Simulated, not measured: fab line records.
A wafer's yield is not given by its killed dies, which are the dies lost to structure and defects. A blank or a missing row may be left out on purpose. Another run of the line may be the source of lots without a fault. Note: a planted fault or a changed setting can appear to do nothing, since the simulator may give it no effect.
Code-filled problem report in 8D (eight disciplines) form + flow berkeley_cmos170 + the parts of the form that need people (team, actions taken, sign-off) are left out

1. PROBLEM STATEMENT
M3_OVL at UCB170_M3_OVL_MEAS_16 reads a mean of 86 nm on 9 wafers of 3 lots; wafers without a fault read 3 nm with a standard deviation of 5.5. Relative to the usual mean, that is a shift of +15 standard deviations.
The first sign was on wafer L975.1 at day 10 08:49, on overlay-01. At this step, 15 wafers from 5 lots have a number in the record. By rule, "out" or "out of limits" means more than 4 standard deviations away from the usual mean. The rest of the wafers with a number are treated as sound.

2. WHAT THIS IS AND IS NOT
| question                    | is                     | is not                      |
|-----------------------------|------------------------|-----------------------------|
| which readings at this step | M3_OVL                 | -                           |
| which lots                  | L975, L976, L977       | L973, L974                  |
| which wafers of those lots  | all that have a number | -                           |
| read on which gauges        | overlay-01, overlay-02 | -                           |
| when                        | from day 10 08:49      | up to then (6 sound wafers) |

3. THE SUSPECTS, EACH WITH WHAT RULES IT OUT
Counting: a tool stays on the suspect list if, at a process step up to the reading, it processed all lots that are out and no sound lot following the first of them.
- the gauge at UCB170_M3_OVL_MEAS_16 has been ruled out. 2 gauges (overlay-01, overlay-02) read the wafers that are out.
- krf_scanner-02 at UCB170_M3_EXPOSE_12 (exposes mask METAL3, target cd 700 nm): kept. It ran every lot that is out, first L975 (day 10 07:43), and no sound lot after that; its last sound lot up to then is L973 (day 9 13:29).
Left after counting: krf_scanner-02 at UCB170_M3_EXPOSE_12.

4. THE CAUSE (what the simulator had put in)
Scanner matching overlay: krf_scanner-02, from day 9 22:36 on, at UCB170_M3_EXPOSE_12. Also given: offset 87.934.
Only this tool survived the counting.

5. THE EFFECT CHAIN, in route order
Rows list readings where the struck wafers' mean (over those with a number) sits beyond 3 standard deviations from the usual. Only readings for which the record gives a usual standard deviation are gone through. hours: the time from each lot's start at the first step in this table that gives one to its start at this step, as a median over the lots. sigmas: the change in usual standard deviations.
| hours | step                  | reading | usual | on struck wafers | change | sigmas |
|-------|-----------------------|---------|-------|------------------|--------|--------|
| 0     | UCB170_M3_OVL_MEAS_16 | M3_OVL  | 3 nm  | 86               | +83    | +15    |

6. HOW IT WOULD HAVE BEEN CAUGHT EARLIER
The first out-of-limits reading at a measuring or inspecting step in this record came at day 10 08:49, 10 hours after the fault's start at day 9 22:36.
Among the 3 lots that are out, L977 began UCB170_M3_EXPOSE_12 on krf_scanner-02 after day 10 08:49. A tool hold placed at that time would have kept it from harm.
